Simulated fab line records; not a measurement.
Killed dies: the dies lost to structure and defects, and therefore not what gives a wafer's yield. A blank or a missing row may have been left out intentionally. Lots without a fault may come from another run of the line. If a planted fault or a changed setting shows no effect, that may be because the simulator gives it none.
The tool behind it: which one? ; flow rit cmos ; 42 wafers from 14 lots sampled at 3 of the route's 202 steps

WHAT THE GAUGES SHOWED, per wafer
RIT_PWELL_TW_MEAS_10. Usual: PWELL_TW 960, standard deviation 11.
lot;measured;on;PWELL_TW;flag
L813;day 2 00:25;film metro-03;935 939 934;
L814;day 2 05:26;film metro-04;956 956 958;
L816;day 2 18:37;film metro-02;977 975 978;
L818;day 3 02:41;film metro-03;945 941 945;
L819;day 3 09:26;film metro-04;964 953 960;
L821;day 3 16:14;film metro-02;1078 1083 1082;OFF
L822;day 3 22:10;film metro-03;1061 1056 1058;OFF
L823;day 4 01:05;film metro-02;974 977 973;
L830;day 5 11:47;film metro-02;970 972 969;
L832;day 5 21:37;film metro-02;973 968 969;
L833;day 6 03:25;film metro-02;974 972 967;
L834;day 6 07:25;film metro-04;960 955 957;
L835;day 6 13:40;film metro-04;959 961 956;
L836;day 6 17:32;film metro-02;970 965 969;

RIT_WELLDRIVE_RS_MEAS_02: the measuring method here is four-point-probe. Usual: PWELL_RS 428.9 ohm/sq, standard deviation 1.
lot;measured;on;PWELL_RS (ohm/sq);flag
L813;day 2 06:27;film metro-02;429.1 428.9 428.6;
L814;day 2 12:25;film metro-04;429.1 428.5 427.9;
L816;day 3 03:42;film metro-02;428.0 428.7 428.1;
L818;day 3 08:49;film metro-03;429.8 428.4 429.8;
L819;day 3 14:42;film metro-03;429.5 430.7 429.8;
L821;day 3 21:32;film metro-04;345.4 345.4 345.6;OFF
L822;day 4 03:26;film metro-03;345.0 346.2 345.4;OFF
L823;day 4 07:01;film metro-04;426.4 428.1 425.7;
L830;day 5 17:49;film metro-02;428.6 427.5 427.5;
L832;day 6 03:02;film metro-02;429.1 429.5 428.6;
L833;day 6 08:41;film metro-04;429.1 429.2 428.3;
L834;day 6 12:41;film metro-04;428.2 427.3 428.0;
L835;day 6 18:56;film metro-04;430.9 430.7 429.7;
L836;day 6 22:50;film metro-03;429.5 428.9 428.8;

EACH LOT AND THE TOOL THAT RAN IT (in order: tool; ch and the chambers of the sampled wafers; start)
lot;RIT_PWELL_IMPLANT_08
L813;implanter-04 ch 0, day 2 00:06
L814;implanter-03 ch 0, day 2 05:09
L816;implanter-03 ch 0, day 2 18:18
L818;implanter-01 ch 0, day 3 02:23
L819;implanter-03 ch 0, day 3 09:07
L821;implanter-03 ch 0, day 3 15:55
L822;implanter-03 ch 0, day 3 21:51
L823;implanter-01 ch 0, day 4 00:48
L830;implanter-01 ch 0, day 5 11:31
L832;implanter-01 ch 0, day 5 21:20
L833;implanter-04 ch 0, day 6 03:05
L834;implanter-01 ch 0, day 6 07:05
L835;implanter-04 ch 0, day 6 13:21
L836;implanter-01 ch 0, day 6 17:13
- RIT_PWELL_IMPLANT_08

AS READ BY THE TOOLS THEMSELVES (means over the sampled wafers that have a number; for cases with no such wafer, the mark the record gives instead)
RIT_PWELL_IMPLANT_08. Usual: dose ions cm2 7.002e+13, standard deviation 7.8e+10; end station pressure torr 5.2e-06 Torr, standard deviation 2.7e-07; faraday current uA 222, standard deviation 4.4; tilt deg 7.002 degrees, standard deviation 0.018.
lot;tool;dose ions cm2;end station pressure torr (Torr);faraday current uA;tilt deg (degrees);flag
L813;implanter-04;6.998e+13;5.3e-06;219;7.001;
L814;implanter-03;7.007e+13;5.1e-06;221;7.025;
L816;implanter-03;7.001e+13;5.1e-06;221;6.999;
L818;implanter-01;6.998e+13;5.2e-06;221;6.989;
L819;implanter-03;6.991e+13;5.0e-06;222;7.011;
L821;implanter-03;9.939e+13;5.3e-06;316;7.002;OFF
L822;implanter-03;9.938e+13;5.2e-06;315;6.992;OFF
L823;implanter-01;7.011e+13;5.3e-06;221;7.006;
L830;implanter-01;7.004e+13;5.2e-06;227;6.987;
L832;implanter-01;7.003e+13;5.2e-06;225;7.014;
L833;implanter-04;7.008e+13;5.0e-06;223;6.992;
L834;implanter-01;7.007e+13;5.1e-06;221;7.038;
L835;implanter-04;7.001e+13;5.2e-06;231;7.020;
L836;implanter-01;6.999e+13;5.3e-06;226;7.014;

THE ANSWER, worked out from the rows above alone
Rule: lot off if the mean of its wafers having a number is beyond 3 standard deviations from the usual mean. Also off: a lot with no number at a reading for which 4 or more lots have one. Any other lot the step has rows for is counted as sound. First the gauges in route order, then the tools' own readings, where a lot's mean is used as printed above. The first step at which some lot is off is used, and at that step the reading that is off furthest; a lot without a number counts as furthest.
Off: L821, L822, at RIT_PWELL_TW_MEAS_10 (PWELL_TW).
If a tool, at a process step before that reading, ran all the lots that are off and no sound lot after the first of them, it fits. The gauges at RIT_PWELL_TW_MEAS_10 aren't tried: what is off there is off at RIT_PWELL_IMPLANT_08 too, on other tools, and a gauge's error can't cause that. One fits: RIT_PWELL_IMPLANT_08 on implanter-03. A fault onset in the window from L819 (day 3 09:07, its last sound lot) to L821 (day 3 15:55, its first lot off) fits.
The tool's own readings at RIT_PWELL_IMPLANT_08 bear it out: on the lots that are off they differ by more than 5 times the standard deviation of the sound lots' means. dose ions cm2 reads 9.938e+13 there against 7.002e+13 on the sound lots; faraday current uA reads 316 there against 223 on the sound lots.

WHAT HAD BEEN PUT IN BY THE SIMULATOR
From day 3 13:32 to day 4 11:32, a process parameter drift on implanter-03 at RIT_PWELL_IMPLANT_08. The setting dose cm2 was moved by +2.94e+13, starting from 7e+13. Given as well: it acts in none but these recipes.
Lots struck among those shown: L821, L822. The same result came from the rule above.
